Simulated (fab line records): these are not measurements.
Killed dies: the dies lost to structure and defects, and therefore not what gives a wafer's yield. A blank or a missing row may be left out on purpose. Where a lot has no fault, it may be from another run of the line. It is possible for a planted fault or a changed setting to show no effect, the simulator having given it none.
Struck lot and sound lot, side by side + flow rit_cmos + 16 out of 202 route steps
Sound: wafers L802.2, L802.3, L802.4. Wafers struck: L812.1, L812.4, L812.6. Last of all comes the cause.
At each step with rows: each side's tool, then ch and its chambers, then its first start. Under that, the readings that differ: sound wafers + struck wafers + difference of the means + sigmas: that difference in standard deviations of wafers without a fault.
alike: readings with means less than 2 such deviations apart, plus words and numbers identical on both sides. not compared: withheld readings, readings lacking a value on some wafer, bounds such as >300 that could conceal the same value, and numbers that have no deviation in the record and whose values overlap.
A row with sigmas, a row that says differs or no value, or rows on one side alone: a step with any of these is where the two part. When numbers do not overlap yet have no deviation, they are printed without sigmas and do not part them. A reading missing from all wafers of one side parts the sides only when that side holds two or more wafers.

first, 1 step without rows for these wafers: RIT_PRETRO_DEVELOP_05 (develop time 68 s).
RIT_PRETRO_OVL_MEAS_06:
  sound on overlay-01, day 2 17:11; struck on overlay-02, day 4 23:25
  alike: PRETRO_OVL
then, 2 steps without rows for these wafers: RIT_PRETRO_HARDBAKE_07 (time 120 s); RIT_PRETRO_IMPLANT_08.
RIT_PRETRO_STRIP_09: strips in O2, time 180 s.
  sound on plasma_asher-02 ch 0,1, day 2 17:37; struck on plasma_asher-02 ch 0, day 4 23:51
  alike: drypump_motor_current_A
  not compared: rf_hours_counter_h
RIT_PRETRO_TW_MEAS_10:
  sound on film_metro-03, day 2 17:49; struck on film_metro-02, day 5 00:02
  alike: PRETRO_TW
then, 5 steps without rows for these wafers: RIT_GATE_WET_ETCH_00 (etches SiO2 in BOE, target depth 56 nm, time 60 s); RIT_GATE_CLEAN_01 (cleans in SC1, time 600 s); RIT_GATE_CLEAN_02 (cleans in dHF, time 30 s); RIT_GATE_CLEAN_03 (cleans in SC2, time 600 s); RIT_GATE_CLEAN_04 (cleans in dHF, time 60 s).
RIT_FOX2_THK_MEAS_91:
  sound on film_metro-01, day 2 18:17; struck on film_metro-01, day 5 00:31
  alike: FIELD_OXIDE_LEFT_2_THK
RIT_GATE_OXIDATION_05: target thk 3 nm, ox time 270 s.
  sound on furnace-03 ch 0, day 2 23:16; struck on furnace-04 ch 0, day 5 00:35
| reading                                     | sound                | struck               | difference | sigmas |
|---------------------------------------------|----------------------|----------------------|------------|--------|
| spike_tc_load_C (C)                         | 927.6 928.2 928.1    | 920.2 919.7 920.9    | -7.7       | -4     |
| tube_center_temp_C (C)                      | 900.07 900.03 900.05 | 894.97 895.07 894.94 | -5.06      | -61    |
| tube_center_temp_C_max                      | 902.4 902.7 901.8    | 897.0 896.9 897.7    | -5.1       | -12    |
| model.SiO2_of_GATE_OXIDATION_05.thk_nm (nm) | 3.006 3.038 3.063    | 2.859 2.893 2.871    | -0.161     |        |
then, 1 step without rows for these wafers: RIT_GATE_ANNEAL_06 (time 600 s).
RIT_GATE_THK_MEAS_07:
  sound on film_metro-02, day 3 05:09; struck on film_metro-04, day 5 01:55
| reading             | sound          | struck         | difference | sigmas |
|---------------------|----------------|----------------|------------|--------|
| GATE_OXIDE_THK (nm) | 3.00 3.08 3.04 | 2.82 2.84 2.91 | -0.18      | -3     |
  not compared: hold
following that, these wafers have no rows for 1 step: RIT_M1_PROBE_99.

## WHERE THEY PART
Earliest at RIT_GATE_OXIDATION_05; latest, in this record, at RIT_GATE_THK_MEAS_07.

WHY: what had been put in by the simulator
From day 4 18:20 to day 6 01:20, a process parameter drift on furnace-04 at RIT_GATE_OXIDATION_05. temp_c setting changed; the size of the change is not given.
